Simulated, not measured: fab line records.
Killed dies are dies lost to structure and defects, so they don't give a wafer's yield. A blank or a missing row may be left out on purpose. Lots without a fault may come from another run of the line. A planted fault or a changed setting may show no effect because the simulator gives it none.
fab line records	flow ritCmos
record: lots: 6	wafers: 18	lastDay: 7
route steps=202 shown ACTIVE@11 FOX1@20 FOX2@23 NWELL@28 PWELL@39 WELLDRIVE@50 SILICIDE@161 M1@202
lots that met no fault: from a run of the same line without faults
startH: hours from the record's opening day to when the first of the lot's shown wafers began	waitH: hours from the lot's prior step to this one	" the same as in the row above	L1.1+2: a row that stands for several wafers	- value missing, or start not given	* or withheld: withheld	< > ~ a bound
route shown NAME@n: names a module that has steps shown in the file, with the first one's number in the route	usual: mean/standard deviation taken from wafers without a fault	same: alike in all rows	chamber/n: place in a boat	sites: readings site by site	_std_site: standard deviation of those values	_edge_site: outer sites' mean less inner sites'	radiusMm: for every site, how far away it sits from the centre of the wafer	mask NAME#n: copy n	behind: tool/chamber where the wafer was last shaped	hold: what put the lot on hold/how long, in hours/how the hold closed	device: which transistor (n, p or np) failed to switch	end of line: the tests these same wafers got at the end of their route	a step given without rows: its recipe and nothing more	killed: dies lost to structure and defects at the first sort, not the wafer's yield	map: a wafer's dies, x killed, . not, _ none there
set.NAME: the setting that was run; set.NAME@STEP: the one run at that earlier step	model.NAME: the simulator's own value behind a step, which no gauge read
lots seen at some steps along the route; tables by step, rows by wafer
services: a tool's chamber out of use, with start hour (startH, from the record's first day; less than 0 if before it), hours out, and reason
== steps ==
step: RIT_ACTIVE_DEVELOP_10
recipe: resist: NOVOLAK	developTimeS: 50	devTempC: 23
step: RIT_ACTIVE_CD_MEAS_11
recipe: targetCdNm: 1400
usual: cdNm: 1399.5/2.5
lot.wafer	tool	chamber	startH	waitH	cdNm
L576.2	cdSem-01	-	35.66	-	1401.2
L576.5	"	-	"	"	1399.8
L576.6	"	-	"	"	1404.7
L581.2	cdSem-02	-	61.49	-	1399.5
L581.5	"	-	"	"	1399.2
L581.6	"	-	"	"	1398.5
L586.1	cdSem-01	-	85.00	-	1397.6
L586.4	"	-	"	"	1395.5
L586.5	"	-	"	"	1397.3
L589.1	cdSem-02	-	100.13	-	1398.0
L589.2	"	-	"	"	1396.6
L589.3	"	-	"	"	1398.4
L591.3	cdSem-02	-	109.76	-	1397.0
L591.5	"	-	"	"	1398.4
L591.6	"	-	"	"	1397.5
L593.1	cdSem-02	-	119.54	-	1397.1
L593.2	"	-	"	"	1395.7
L593.5	"	-	"	"	1398.2
step: RIT_ACTIVE_HARDBAKE_12
recipe: resist: NOVOLAK	tempC: 140	timeS: 60
step: RIT_ACTIVE_ETCH_13
recipe: stopOn: SiO2	chemistry: SF6	target: Si3N4	timeS: 210	overEtchFrac: 0.4	SF6_flow_sccm: 200	pressureMtorr: 260	rfW: 125	targetDepthA: 2100
usual: drypumpMotorCurrentA: 5.75/0.3	oesProductAu: 0.820/0.015	rfFwdPowerW: 124.5/0.37	throttleValvePct: 7.54/0.097
lot.wafer	tool	chamber	startH	waitH	drypumpMotorCurrentA	oesProductAu	rfFwdPowerW	rfHoursCounterH	throttleValvePct
L576.2	rieDiel-02	1	35.94	0.1	5.80	0.812	124.7	87	7.67
L576.5	"	1	"	"	5.77	0.818	124.4	-	7.66
L576.6	"	2	"	"	5.50	0.816	124.2	-	7.64
L581.2	rieDiel-02	0	61.74	0.1	6.22	0.798	124.9	1	7.52
L581.5	"	1	"	"	5.77	0.813	124.5	-	7.66
L581.6	"	2	"	"	5.50	0.810	124.4	-	7.63
L586.1	rieDiel-03	3	85.27	0.1	5.79	0.823	125.2	26	7.50
L586.4	"	2	"	"	5.86	0.817	124.5	6	7.53
L586.5	"	0	"	"	5.82	0.823	125.0	-	7.47
L589.1	rieDiel-02	3	100.40	0.1	5.52	0.842	124.8	4	7.56
L589.2	"	2	"	"	5.48	0.802	125.0	119	7.63
L589.3	"	0	"	"	6.28	0.792	124.5	1	7.54
L591.3	rieDiel-04	2	109.99	0.1	5.82	0.818	124.2	13	7.44
L591.5	"	3	"	"	5.78	0.816	124.2	-	7.62
L591.6	"	0	"	"	6.19	0.804	124.3	-	7.32
L593.1	rieDiel-02	1	119.81	0.1	5.81	0.817	123.8	89	7.64
L593.2	"	0	"	"	6.29	0.811	124.4	1	7.55
L593.5	"	2	"	"	5.48	0.810	125.4	-	7.63
step: RIT_ACTIVE_STRIP_14
recipe: chemistry: O2	timeS: 180	resist: NOVOLAK	platenTempC: withheld	powerW: 500	pressureMtorr: 4000	o2FlowSccm: 4000
usual: drypumpMotorCurrentA: 5.8/0.34
lot.wafer	tool	chamber	startH	waitH	drypumpMotorCurrentA	rfHoursCounterH
L576.2	plasmaAsher-04	0	36.07	0.1	5.5	39
L576.5	"	0	"	"	5.4	-
L576.6	"	1	"	"	6.5	-
L581.2	plasmaAsher-01	1	61.87	0.1	5.4	42
L581.5	"	0	"	"	5.9	-
L581.6	"	1	"	"	5.4	-
L586.1	plasmaAsher-01	0	85.40	0.1	5.9	45
L586.4	"	0	"	"	5.9	-
L586.5	"	1	"	"	5.4	-
L589.1	plasmaAsher-04	1	100.54	0.1	6.5	44
L589.2	"	0	"	"	5.5	44
L589.3	"	1	"	"	6.4	-
L591.3	plasmaAsher-01	0	110.18	0.1	5.9	-
L591.5	"	0	"	"	5.9	-
L591.6	"	1	"	"	5.4	-
L593.1	plasmaAsher-02	1	119.94	0.1	5.7	51
L593.2	"	0	"	"	5.6	51
L593.5	"	1	"	"	5.7	-
step: RIT_ACTIVE_CD_MEAS_90
recipe: targetCdNm: 1400
usual: cdNm: 1399.4/2.5
lot.wafer	tool	chamber	startH	waitH	cdNm
L576.2	cdSem-01	-	36.27	0.1	1401.5
L576.5	"	-	"	"	1399.8
L576.6	"	-	"	"	1404.7
L581.2	cdSem-01	-	62.07	0.1	1399.6
L581.5	"	-	"	"	1399.1
L581.6	"	-	"	"	1398.3
L586.1	cdSem-02	-	85.58	0.1	1397.1
L586.4	"	-	"	"	1395.2
L586.5	"	-	"	"	1397.3
L589.1	cdSem-02	-	100.71	0.1	1398.1
L589.2	"	-	"	"	1396.7
L589.3	"	-	"	"	1399.1
L591.3	cdSem-02	-	110.34	0.1	1396.5
L591.5	"	-	"	"	1398.9
L591.6	"	-	"	"	1397.6
L593.1	cdSem-02	-	120.23	0.2	1396.9
L593.2	"	-	"	"	1395.6
L593.5	"	-	"	"	1397.7
step: RIT_ACTIVE_CLEAN_15
recipe: chemistry: SC1	mix: 3:3:50	timeS: 600	tempC: 75
step: RIT_ACTIVE_CLEAN_16
recipe: chemistry: dHF	dilution: 50:1	timeS: 30
step: RIT_ACTIVE_CLEAN_17
recipe: chemistry: SC2	mix: 3:3:50	timeS: 600	tempC: 75	dry: n2Spin
step: RIT_FOX1_OXIDATION_00
recipe: tempC: 1100	ambient: H2O	targetThkA: 3507	pH2oTorr: 720	oxTimeS: 1130
step: RIT_FOX1_THK_MEAS_01
recipe: reads: SiO2_of_FOX1_OXIDATION_00
usual: FOX1_OXIDE_THK: 350/6.3
lot.wafer	tool	chamber	startH	waitH	FOX1_OXIDE_THK[nm]
L576.2	filmMetro-01	-	38.31	0.0	354
L576.5	"	-	"	"	353
L576.6	"	-	"	"	347
L581.2	filmMetro-03	-	64.98	0.0	353
L581.5	"	-	"	"	351
L581.6	"	-	"	"	346
L586.1	filmMetro-03	-	89.26	0.0	360
L586.4	"	-	"	"	358
L586.5	"	-	"	"	355
L589.1	filmMetro-02	-	103.83	0.0	347
L589.2	"	-	"	"	341
L589.3	"	-	"	"	341
L591.3	filmMetro-02	-	113.32	0.0	358
L591.5	"	-	"	"	355
L591.6	"	-	"	"	351
L593.1	filmMetro-03	-	122.98	0.0	352
L593.2	"	-	"	"	351
L593.5	"	-	"	"	351
step: RIT_FOX1_WET_ETCH_02
recipe: chemistry: BOE	targetDepthNm: 350	timeS: 390	tempC: 21.5	dry: n2Spin	dilution: 10:1	target: SiO2
step: RIT_FOX2_OXIDATION_00
recipe: tempC: 1100	ambient: H2O	targetThkA: 3507	pH2oTorr: 720	oxTimeS: 1130
usual: spikeTcCentreC: 1101.8/0.98	spikeTcLoadC: 1126/3.1	spikeTcSourceC: 1125/3.4	tubeCenterTempC: 1100/0.09	tube_center_temp_C_max: 1102.9/0.47	zonePowerLoadPct: 45.4/1.8
lot.wafer	tool	chamber	startH	waitH	spikeTcCentreC	spikeTcLoadC	spikeTcSourceC	tubeCenterTempC	tube_center_temp_C_max	zonePowerLoadPct	model.SiO2_of_FOX2_OXIDATION_00.thkNm
L576.2	furnace-03	0	38.49	0.0	1101.1	1127	1127	1100	1102.9	43.8	359.2
L576.5	"	0	"	"	1101.1	1129	1128	1099.9	1102.7	44.2	357.1
L576.6	"	0	"	"	1100.5	1130	1129	1100	1103.3	44.1	355.5
L581.2	furnace-01	0	65.14	0.0	1103.0	1121	1120	1100.1	1102.7	47.0	350.7
L581.5	"	0	"	"	1101.9	1121	1121	1100	1102.4	46.5	349.1
L581.6	"	0	"	"	1101.1	1121	1122	1100.1	1102.5	47.2	352.8
L586.1	furnace-03	0	89.96	0.5	1061.7	1088	1088	1060	1062.8	40.2	284.1
L586.4	"	0	"	"	1062.0	1088	1088	1060	1062.8	39.9	280.8
L586.5	"	0	"	"	1060.8	1088	1088	1060	1063.4	40.0	285
L589.1	furnace-03	0	104.08	0.1	1063.3	1088	1088	1060.1	1062.6	39.8	285.4
L589.2	"	0	"	"	1062.4	1088	1088	1060	1062.7	39.4	280
L589.3	"	0	"	"	1061.2	1087	1087	1060	1063.1	39.9	285.8
L591.3	furnace-04	0	113.50	0.0	1102.9	1128	1124	1100	1102.7	46.7	352.7
L591.5	"	0	"	"	1101.6	1128	1123	1100	1103.0	46.7	350.6
L591.6	"	0	"	"	1102.8	1127	1124	1100	1102.3	47.2	353.8
L593.1	furnace-01	0	123.23	0.1	1103.3	1123	1120	1100	1104.2	47.5	358.7
L593.2	"	0	"	"	1100.1	1124	1120	1100	1103.6	47.5	352.5
L593.5	"	0	"	"	1102.0	1123	1119	1099.8	1103.5	47.9	354.7
step: RIT_FOX2_THK_MEAS_01
recipe: reads: SiO2_of_FOX2_OXIDATION_00
usual: FOX2_OXIDE_THK: 353/5.2
lot.wafer	tool	chamber	startH	waitH	FOX2_OXIDE_THK[nm]
L576.2	filmMetro-02	-	39.82	0.0	359
L576.5	"	-	"	"	357
L576.6	"	-	"	"	356
L581.2	filmMetro-04	-	66.47	0.0	351
L581.5	"	-	"	"	349
L581.6	"	-	"	"	353
L586.1	filmMetro-02	-	91.28	0.0	284
L586.4	"	-	"	"	281
L586.5	"	-	"	"	285
L589.1	filmMetro-04	-	105.40	0.0	285
L589.2	"	-	"	"	280
L589.3	"	-	"	"	286
L591.3	filmMetro-03	-	114.84	0.0	352
L591.5	"	-	"	"	350
L591.6	"	-	"	"	354
L593.1	filmMetro-03	-	124.55	0.0	359
L593.2	"	-	"	"	352
L593.5	"	-	"	"	354
step: RIT_FOX2_CLEAN_02
recipe: chemistry: dHF	dilution: 50:1	timeS: 180
step: RIT_FOX2_WET_ETCH_03
recipe: chemistry: H3PO4	target: Si3N4	targetDepthNm: 195	tempC: 165	timeS: 2700
step: RIT_FOX2_THK_MEAS_90
recipe: reads: SiO2_of_FOX2_OXIDATION_00
usual: FIELD_OXIDE_LEFT_1_THK: 326/5.3
lot.wafer	tool	chamber	startH	waitH	FIELD_OXIDE_LEFT_1_THK[nm]
L576.2	filmMetro-02	-	40.70	0.0	332
L576.5	"	-	"	"	329
L576.6	"	-	"	"	328
L581.2	filmMetro-04	-	67.34	0.0	323
L581.5	"	-	"	"	322
L581.6	"	-	"	"	325
L586.1	filmMetro-02	-	92.16	0.0	256
L586.4	"	-	"	"	253
L586.5	"	-	"	"	257
L589.1	filmMetro-04	-	106.27	0.0	258
L589.2	"	-	"	"	253
L589.3	"	-	"	"	259
L591.3	filmMetro-04	-	115.78	0.0	325
L591.5	"	-	"	"	323
L591.6	"	-	"	"	326
L593.1	filmMetro-03	-	125.65	0.0	332
L593.2	"	-	"	"	326
L593.5	"	-	"	"	328
step: RIT_NWELL_HMDS_00
recipe: primeTimeS: 60	primeTempC: 140
step: RIT_NWELL_COAT_01
recipe: resist: NOVOLAK	spinRpm: 2000	resistThkNm: 1300
step: RIT_NWELL_SOFTBAKE_02
recipe: resist: NOVOLAK	tempC: 90	timeS: 60
step: RIT_NWELL_EXPOSE_03
recipe: maskId: M2	na: 0.57	targetCdNm: 43900	doseMj: 250
step: RIT_NWELL_PEB_04
recipe: resist: NOVOLAK	tempC: withheld	timeS: withheld
step: RIT_NWELL_DEVELOP_05
recipe: resist: NOVOLAK	developTimeS: 68	devTempC: 23
step: RIT_NWELL_OVL_MEAS_06
usual: NWELL_OVL: 0.5/1.4
lot.wafer	tool	chamber	startH	waitH	NWELL_OVL[nm]
L576.2	overlay-01	-	41.63	-	3.6
L576.5	"	-	"	"	0.7
L576.6	"	-	"	"	2.1
L581.2	overlay-01	-	68.41	-	-2.4
L581.5	"	-	"	"	-0.9
L581.6	"	-	"	"	-1.1
L586.1	overlay-01	-	93.22	-	1.7
L586.4	"	-	"	"	0.0
L586.5	"	-	"	"	1.8
L589.1	overlay-02	-	107.34	-	-1.4
L589.2	"	-	"	"	1.8
L589.3	"	-	"	"	0.4
L591.3	overlay-02	-	116.92	-	-0.3
L591.5	"	-	"	"	0.4
L591.6	"	-	"	"	0.4
L593.1	overlay-01	-	126.61	-	-1.3
L593.2	"	-	"	"	-1.4
L593.5	"	-	"	"	-2.1
step: RIT_NWELL_HARDBAKE_07
recipe: resist: NOVOLAK	tempC: 140	timeS: 120
step: RIT_NWELL_IMPLANT_08
recipe: species: P	energyKev: 170	doseCm2: 5e+13	tiltDeg: 7
step: RIT_NWELL_STRIP_09
recipe: chemistry: O2	timeS: 180	resist: NOVOLAK	platenTempC: withheld	powerW: 500	pressureMtorr: 4000	o2FlowSccm: 4000
usual: drypumpMotorCurrentA: 5.6/0.33
lot.wafer	tool	chamber	startH	waitH	drypumpMotorCurrentA	rfHoursCounterH
L576.2	plasmaAsher-04	0	42.06	0.1	5.5	40
L576.5	"	0	"	"	5.5	-
L576.6	"	1	"	"	6.5	-
L581.2	plasmaAsher-03	1	68.84	0.1	5.4	26
L581.5	"	0	"	"	5.5	-
L581.6	"	1	"	"	5.4	-
L586.1	plasmaAsher-01	0	93.66	0.1	5.9	46
L586.4	"	1	"	"	5.4	-
L586.5	"	1	"	"	5.4	-
L589.1	plasmaAsher-01	0	107.78	0.1	5.9	48
L589.2	"	1	"	"	5.4	48
L589.3	"	1	"	"	5.4	-
L591.3	plasmaAsher-03	0	117.50	0.1	5.5	-
L591.5	"	0	"	"	5.5	-
L591.6	"	1	"	"	5.4	-
L593.1	plasmaAsher-01	0	127.05	0.1	5.9	50
L593.2	"	1	"	"	5.4	50
L593.5	"	0	"	"	5.9	-
step: RIT_NWELL_TW_MEAS_10
usual: NWELL_TW: 2148/16
lot.wafer	tool	chamber	startH	waitH	NWELL_TW
L576.2	filmMetro-03	-	42.25	0.1	2162
L576.5	"	-	"	"	2152
L576.6	"	-	"	"	2156
L581.2	filmMetro-03	-	69.02	0.1	2157
L581.5	"	-	"	"	2168
L581.6	"	-	"	"	2170
L586.1	filmMetro-03	-	93.83	0.1	2156
L586.4	"	-	"	"	2172
L586.5	"	-	"	"	2174
L589.1	filmMetro-04	-	107.95	0.1	2128
L589.2	"	-	"	"	2119
L589.3	"	-	"	"	2129
L591.3	filmMetro-01	-	117.63	0.1	2141
L591.5	"	-	"	"	2137
L591.6	"	-	"	"	2137
L593.1	filmMetro-03	-	127.22	0.1	2172
L593.2	"	-	"	"	2172
L593.5	"	-	"	"	2171
step: RIT_PWELL_HMDS_00
recipe: primeTimeS: 60	primeTempC: 140
step: RIT_PWELL_COAT_01
recipe: resist: NOVOLAK	spinRpm: 2000	resistThkNm: 1300
step: RIT_PWELL_SOFTBAKE_02
recipe: resist: NOVOLAK	tempC: 90	timeS: 60
step: RIT_PWELL_EXPOSE_03
recipe: maskId: M3	na: 0.57	targetCdNm: 43700	doseMj: 250
step: RIT_PWELL_PEB_04
recipe: resist: NOVOLAK	tempC: withheld	timeS: withheld
step: RIT_PWELL_DEVELOP_05
recipe: resist: NOVOLAK	developTimeS: 68	devTempC: 23
step: RIT_PWELL_OVL_MEAS_06
usual: PWELL_OVL: 0.9/1.6
lot.wafer	tool	chamber	startH	waitH	PWELL_OVL[nm]
L576.2	overlay-02	-	43.31	-	2.5
L576.5	"	-	"	"	1.2
L576.6	"	-	"	"	0.6
L581.2	overlay-02	-	70.08	-	1.7
L581.5	"	-	"	"	0.3
L581.6	"	-	"	"	0.4
L586.1	overlay-01	-	94.77	-	3.2
L586.4	"	-	"	"	2.7
L586.5	"	-	"	"	3.4
L589.1	overlay-02	-	108.89	-	1.7
L589.2	"	-	"	"	1.1
L589.3	"	-	"	"	1.3
L591.3	overlay-01	-	118.63	-	-0.4
L591.5	"	-	"	"	-0.1
L591.6	"	-	"	"	-2.0
L593.1	overlay-01	-	128.35	-	1.4
L593.2	"	-	"	"	0.9
L593.5	"	-	"	"	2.0
step: RIT_PWELL_HARDBAKE_07
recipe: resist: NOVOLAK	tempC: 140	timeS: 120
step: RIT_PWELL_IMPLANT_08
recipe: species: B	energyKev: 170	doseCm2: 7e+13	tiltDeg: 7
step: RIT_PWELL_STRIP_09
recipe: chemistry: O2	timeS: 180	resist: NOVOLAK	platenTempC: withheld	powerW: 500	pressureMtorr: 4000	o2FlowSccm: 4000
usual: drypumpMotorCurrentA: 5.7/0.3
lot.wafer	tool	chamber	startH	waitH	drypumpMotorCurrentA	rfHoursCounterH
L576.2	plasmaAsher-03	0	43.74	0.1	5.5	24
L576.5	"	1	"	"	5.4	-
L576.6	"	0	"	"	5.5	-
L581.2	plasmaAsher-04	0	70.51	0.1	5.5	43
L581.5	"	1	"	"	6.5	-
L581.6	"	0	"	"	5.5	-
L586.1	plasmaAsher-02	0	95.21	0.1	5.6	47
L586.4	"	0	"	"	5.6	-
L586.5	"	0	"	"	5.6	-
L589.1	plasmaAsher-03	1	109.33	0.1	5.4	31
L589.2	"	0	"	"	5.5	31
L589.3	"	1	"	"	5.4	-
L591.3	plasmaAsher-03	1	119.11	0.1	5.4	-
L591.5	"	1	"	"	5.4	-
L591.6	"	0	"	"	5.5	-
L593.1	plasmaAsher-03	1	128.79	0.1	5.4	34
L593.2	"	0	"	"	5.5	34
L593.5	"	0	"	"	5.5	-
step: RIT_PWELL_TW_MEAS_10
usual: PWELL_TW: 955/6.6
lot.wafer	tool	chamber	startH	waitH	PWELL_TW
L576.2	filmMetro-03	-	43.92	0.1	964
L576.5	"	-	"	"	961
L576.6	"	-	"	"	960
L581.2	filmMetro-04	-	70.70	0.1	948
L581.5	"	-	"	"	941
L581.6	"	-	"	"	945
L586.1	filmMetro-03	-	95.38	0.1	957
L586.4	"	-	"	"	963
L586.5	"	-	"	"	966
L589.1	filmMetro-03	-	109.50	0.1	952
L589.2	"	-	"	"	957
L589.3	"	-	"	"	960
L591.3	filmMetro-01	-	119.25	0.1	948
L591.5	"	-	"	"	952
L591.6	"	-	"	"	950
L593.1	filmMetro-04	-	128.96	0.1	936
L593.2	"	-	"	"	935
L593.5	"	-	"	"	943
step: RIT_WELLDRIVE_ANNEAL_00
recipe: tempC: 1100	timeS: 14700	ambient: N2
step: RIT_WELLDRIVE_RS_MEAS_01
recipe: thkMeasGauge: four-point-probe
usual: NWELL_RS: 275.5/0.92
lot.wafer	tool	chamber	startH	waitH	NWELL_RS[ohm/sq]
L576.2	filmMetro-03	-	49.08	0.0	276.9
L576.5	"	-	"	"	276.7
L576.6	"	-	"	"	276.7
L581.2	filmMetro-04	-	78.47	0.0	275.8
L581.5	"	-	"	"	276.5
L581.6	"	-	"	"	274.9
L586.1	filmMetro-04	-	101.45	0.0	274.3
L586.4	"	-	"	"	273.8
L586.5	"	-	"	"	273.3
L589.1	filmMetro-03	-	115.22	0.0	274.8
L589.2	"	-	"	"	274.3
L589.3	"	-	"	"	274.6
L591.3	filmMetro-03	-	124.85	0.0	274.7
L591.5	"	-	"	"	274.3
L591.6	"	-	"	"	274.9
L593.1	filmMetro-03	-	134.80	0.0	275.1
L593.2	"	-	"	"	275.4
L593.5	"	-	"	"	276.2
step: RIT_WELLDRIVE_RS_MEAS_02
recipe: thkMeasGauge: four-point-probe
usual: PWELL_RS: 429.3/1.2
lot.wafer	tool	chamber	startH	waitH	PWELL_RS[ohm/sq]
L576.2	filmMetro-03	-	49.20	0.1	428.0
L576.5	"	-	"	"	428.2
L576.6	"	-	"	"	428.0
L581.2	filmMetro-04	-	78.59	0.1	428.8
L581.5	"	-	"	"	428.8
L581.6	"	-	"	"	427.7
L586.1	filmMetro-04	-	101.57	0.1	430.6
L586.4	"	-	"	"	427.2
L586.5	"	-	"	"	429.1
L589.1	filmMetro-03	-	115.34	0.1	431.1
L589.2	"	-	"	"	431.2
L589.3	"	-	"	"	430.5
L591.3	filmMetro-03	-	124.97	0.1	428.5
L591.5	"	-	"	"	429.0
L591.6	"	-	"	"	430.3
L593.1	filmMetro-03	-	134.92	0.1	428.8
L593.2	"	-	"	"	429.7
L593.5	"	-	"	"	429.9
step: RIT_FOX2_THK_MEAS_91
recipe: reads: SiO2_of_FOX2_OXIDATION_00
usual: FIELD_OXIDE_LEFT_2_THK: 258/5.6
lot.wafer	tool	chamber	startH	waitH	FIELD_OXIDE_LEFT_2_THK[nm]
L576.2	filmMetro-04	-	53.05	0.0	264
L576.5	"	-	"	"	262
L576.6	"	-	"	"	261
L581.2	filmMetro-03	-	82.38	0.0	255
L581.5	"	-	"	"	254
L581.6	"	-	"	"	257
L586.1	filmMetro-03	-	105.61	0.0	188
L586.4	"	-	"	"	185
L586.5	"	-	"	"	189
L589.1	filmMetro-04	-	119.40	0.0	192
L589.2	"	-	"	"	186
L589.3	"	-	"	"	192
L591.3	filmMetro-03	-	129.06	0.0	257
L591.5	"	-	"	"	254
L591.6	"	-	"	"	258
L593.1	filmMetro-03	-	138.81	0.0	263
L593.2	"	-	"	"	257
L593.5	"	-	"	"	259
step: RIT_SILICIDE_WET_ETCH_00
recipe: chemistry: BOE	target: SiO2	targetDepthNm: 14	timeS: 15	dry: n2Spin	dilution: 10:1	tempC: 21.5
lot.wafer	tool	chamber	startH	waitH	model.SiO2_of_FOX2_OXIDATION_00.thkNm
L576.2	wetBench-02	2	74.23	0.1	160.3
L576.5	"	2	"	"	157.3
L576.6	"	2	"	"	156.5
L581.2	wetBench-02	1	101.76	0.1	152
L581.5	"	1	"	"	151
L581.6	"	1	"	"	152.3
L586.1	wetBench-03	1	125.22	0.1	82.4
L586.4	"	1	"	"	78.68
L586.5	"	1	"	"	82.92
L589.1	wetBench-04	3	139.92	0.1	87.13
L589.2	"	3	"	"	81.2
L589.3	"	3	"	"	87.71
L591.3	wetBench-04	0	150.73	0.1	153
L591.5	"	0	"	"	151
L591.6	"	0	"	"	154.5
L593.1	wetBench-04	2	158.79	0.1	158.3
L593.2	"	2	"	"	152.7
L593.5	"	2	"	"	154.7
step: RIT_M1_PROBE_99
usual: killed_at_M0_to_M3: 0.0/0.12	killedAtFrontEnd: 6.8/2.7	killedDies: 6.8/2.7	killedOpen: 3.4/1.8	killedShort: 3.5/1.7
same: grossDies: 264	killed_at_M4_up: 0	killedAtBackSide: 0	killedAtContacts: 0	killedAtOther: 0
lot.wafer	tool	chamber	startH	waitH	killed_at_M0_to_M3	killedAtFrontEnd	killedDies	killedOpen	killedShort
L576.2	prober-01	-	81.19	0.1	0	7	7	2	5
L576.5	prober-01	-	81.34	0.2	0	6	6	0	6
L576.6	prober-01	-	81.39	0.2	0	7	7	3	4
L581.2	prober-01	-	128.25	0.9	0	7	7	6	1
L581.5	prober-01	-	128.40	1.0	0	7	7	2	5
L581.6	prober-01	-	128.45	1.0	0	6	6	3	3
L586.1	prober-01	-	132.10	0.1	0	6	6	3	3
L586.4	prober-01	-	132.25	0.2	0	5	5	3	2
L586.5	prober-01	-	132.30	0.2	0	11	11	5	6
L589.1	prober-01	-	146.85	0.1	0	5	5	3	2
L589.2	prober-01	-	146.90	0.1	0	9	9	3	6
L589.3	prober-01	-	146.95	0.2	1	6	7	4	3
L591.3	prober-02	-	157.69	0.2	0	8	8	3	5
L591.5	prober-02	-	157.79	0.2	0	5	5	1	4
L591.6	prober-02	-	157.84	0.2	0	11	11	5	6
L593.1	prober-02	-	165.93	0.1	0	8	8	4	4
L593.2	prober-02	-	165.98	0.1	0	7	7	1	6
L593.5	prober-02	-	166.13	0.2	0	3	3	2	1
killed by level:class
L576.2 GATE:geometricParticle:short=3 FOX1:geometricParticle:short=1 FOX2:geometricParticle:open=1 GATE:geometricParticle:open=1 SPACER:geometricParticle:short=1
L576.5 GATE:geometricParticle:short=3 REOX:geometricParticle:short=1 SPACER:geometricParticle:short=1 SILICIDE:geometricParticle:short=1
L576.6 FOX2:geometricParticle:short=2 GATE:geometricParticle:open=2 GATE:geometricParticle:short=1 REOX:geometricParticle:short=1 REOX:geometricParticle:open=1
L581.2 GATE:geometricParticle:open=3 FOX1:geometricParticle:open=2 FOX2:geometricParticle:short=1 SILICIDE:geometricParticle:open=1
L581.5 GATE:geometricParticle:short=3 FOX1:geometricParticle:short=2 FOX1:geometricParticle:open=1 GATE:geometricParticle:open=1
L581.6 GATE:geometricParticle:open=2 GATE:geometricParticle:short=2 FOX1:geometricParticle:open=1 SPACER:geometricParticle:short=1
L586.1 GATE:geometricParticle:short=2 GATE:geometricParticle:open=2 FOX2:geometricParticle:short=1 REOX:geometricParticle:open=1
L586.4 FOX1:geometricParticle:open=1 FOX2:geometricParticle:open=1 GATE:geometricParticle:short=1 REOX:geometricParticle:open=1 SPACER:geometricParticle:short=1
L586.5 FOX2:geometricParticle:short=2 GATE:geometricParticle:open=2 REOX:geometricParticle:open=2 SPACER:geometricParticle:short=2 GATE:geometricParticle:short=1 SPACER:geometricParticle:open=1 SILICIDE:geometricParticle:short=1
L589.1 GATE:geometricParticle:open=2 FOX1:geometricParticle:short=1 FOX1:geometricParticle:open=1 REOX:geometricParticle:short=1
L589.2 GATE:geometricParticle:short=2 REOX:geometricParticle:short=2 FOX1:geometricParticle:short=1 GATE:geometricParticle:open=1 REOX:geometricParticle:open=1 SPACER:geometricParticle:open=1 SPACER:geometricParticle:short=1
L589.3 FOX1:geometricParticle:open=2 GATE:geometricParticle:open=1 SILICIDE:geometricParticle:short=1 REOX:geometricParticle:short=1 SPACER:geometricParticle:open=1 M1:geometricParticle:short=1
L591.3 GATE:geometricParticle:open=2 SILICIDE:geometricParticle:short=2 FOX1:geometricParticle:short=1 GATE:geometricParticle:short=1 SPACER:geometricParticle:open=1 REOX:geometricParticle:short=1
L591.5 GATE:geometricParticle:short=2 GATE:geometricParticle:open=1 REOX:geometricParticle:short=1 SPACER:geometricParticle:short=1
L591.6 FOX2:geometricParticle:short=2 SILICIDE:geometricParticle:open=2 SILICIDE:geometricParticle:short=2 FOX1:geometricParticle:short=1 FOX1:geometricParticle:open=1 GATE:geometricParticle:open=1 GATE:geometricParticle:short=1 SPACER:geometricParticle:open=1
L593.1 GATE:geometricParticle:open=3 REOX:geometricParticle:short=2 FOX1:geometricParticle:short=1 SILICIDE:geometricParticle:short=1 SILICIDE:geometricParticle:open=1
L593.2 FOX2:geometricParticle:short=4 GATE:geometricParticle:short=1 SILICIDE:geometricParticle:short=1 SILICIDE:geometricParticle:open=1
L593.5 REOX:geometricParticle:open=2 REOX:geometricParticle:short=1
== services ==
tool	chamber	startH	hours	kind
plasmaAsher-03	-	13.66	0.8	repair
plasmaAsher-01	-	14.30	2.7	repair
rieDiel-04	-	19.27	0.8	repair
furnace-03	-	29.08	3.2	pm
furnace-04	-	35.10	2.7	pm
rieDiel-03	0	46.53	12.1	repair
furnace-01	-	70.08	5.2	pm
plasmaAsher-04	-	78.79	21.3	repair
rieDiel-04	2	81.18	1.7	repair
rieDiel-02	0	90.66	1.9	repair
rieDiel-03	1	105.81	-	clean
rieDiel-03	1	105.81	32.3	scheduledDown
rieDiel-03	1	105.81	32.3	ventCycle
plasmaAsher-04	-	108.75	9.0	pm
plasmaAsher-04	0	108.75	9.0	ventCycle
plasmaAsher-04	1	108.75	9.0	ventCycle
wetBench-03	-	116.04	1.7	repair
plasmaAsher-04	0	117.75	-	clean
plasmaAsher-04	1	117.75	-	clean
plasmaAsher-02	-	126.35	4.3	pm
wetBench-02	-	128.45	1.8	repair
furnace-01	-	129.63	4.2	pm
rieDiel-02	-	132.06	2.8	pm
rieDiel-02	0	135.72	15.4	repair
== key ==
firstSign: step: RIT_FOX2_OXIDATION_00	reading: tubeCenterTempC	direction: down	sigmas: 99+	usual: *	struck: *
effect: step: RIT_FOX2_OXIDATION_00	reading: tube_center_temp_C_max	direction: down	sigmas: 84	usual: *	struck: *
effect: step: RIT_FOX2_THK_MEAS_01	reading: FOX2_OXIDE_THK	direction: down	sigmas: 13	usual: 353	struck: 284
effect: step: RIT_FOX2_THK_MEAS_90	reading: FIELD_OXIDE_LEFT_1_THK	direction: down	sigmas: 13	usual: 326	struck: 256
effect: step: RIT_FOX2_THK_MEAS_91	reading: FIELD_OXIDE_LEFT_2_THK	direction: down	sigmas: 12	usual: 258	struck: 189
modelEffect: step: RIT_FOX2_OXIDATION_00	value: SiO2_of_FOX2_OXIDATION_00.thkNm	without: 354.2	struck: 283.5
modelEffect: step: RIT_SILICIDE_WET_ETCH_00	value: SiO2_of_FOX2_OXIDATION_00.thkNm	without: 154	struck: 83.34
metAt RIT_FOX2_OXIDATION_00
struckWafers L586.1,L586.4,L586.5,L589.1,L589.2,L589.3
testerLeftOut L586,L589
onsetBetween 38.49 89.96
fault: kind: processParameterDrift	tool: furnace-03	chamber: -	onsetH: 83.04	steps: RIT_FOX2_OXIDATION_00	channel: tempC	offset: *	shape: step	endH: 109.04	actsIn: *	stated: *
testerLeftOut: of these lots the tester's yield and bins aren't shown, on N5 and GAA mostly nor the transistor test; their killed dies are dies lost to structure and defects alone, not to doping, threshold or leakage, so they don't give the yield
